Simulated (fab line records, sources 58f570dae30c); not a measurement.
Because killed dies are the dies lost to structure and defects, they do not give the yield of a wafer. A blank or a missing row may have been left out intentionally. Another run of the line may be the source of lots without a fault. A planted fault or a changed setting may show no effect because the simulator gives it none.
Matching of chambers -- flow berkeley cmos170 -- 4 sister chambers for UCB170_M1_ETCH_11 on rie diel-04
The step etches BARC in N2/H2. 14 wafers are shown with their chamber, then 7 later ones without.

== WAFERS WITH THEIR CHAMBER ==
wafer,chamber,drypump motor current A (A),throttle valve pct (%),oes product au (a.u.)
L776.1,3,5.7,13.07,0.986
L776.3,1,5.6,13.22,1.035
L776.5,2,6.0,13.05,1.002
L778.1,3,5.6,13.04,0.974
L778.2,1,5.6,13.23,1.027
L778.4,0,6.3,13.26,1.002
L782.2,0,6.3,13.24,1.009
L782.5,3,5.6,13.06,0.977
L782.6,0,6.3,13.24,1.004
L783.1,0,6.3,13.24,1.001
L783.4,3,5.6,13.04,0.992
L783.6,0,6.3,13.25,1.004
L790.3,0,6.3,13.23,1.015
L790.5,3,5.7,13.05,0.984

SIGNATURES, as means of the wafers listed above
reading,chamber 0,chamber 1,chamber 2,chamber 3,scatter within a chamber
drypump motor current A,6.300,5.600,6.000,5.640,0.0346
throttle valve pct,13.2433,13.2250,13.0500,13.0520,0.0112
oes product au,1.00583,1.03100,1.00200,0.98260,0.00615
Rule: distance of a wafer from a chamber = root of the sum over the readings of ((wafer's reading minus chamber's mean) / reading's scatter) squared. If the next closest chamber is less than 2 further off than the closest, the wafer can't be placed; otherwise it belongs to the closest. The scatter is the square root of a quotient: the sum, over the shown wafers, of each reading's squared deviation from its chamber's mean, divided by wafers minus chambers.

== WAFERS WHOSE CHAMBER IS MISSING ==
wafer,drypump motor current A (A),throttle valve pct (%),oes product au (a.u.)
L790.6,6.3,13.25,1.006
L793.1,6.3,13.26,1.002
L793.2,6.0,13.05,0.991
L793.4,5.6,13.07,0.992
L794.1,5.6,13.22,1.038
L794.3,6.1,13.06,1.005
L794.6,5.7,13.06,0.986

== EACH ONE'S CHAMBER ==
wafer,from the rows above,in truth
L790.6,0,0
L793.1,0,0
L793.2,2,2
L793.4,3,3
L794.1,1,1
L794.3,2,2
L794.6,3,3
7 of 7 placed correctly. Number that these rows cannot place: 0. Wrongly placed: 0.
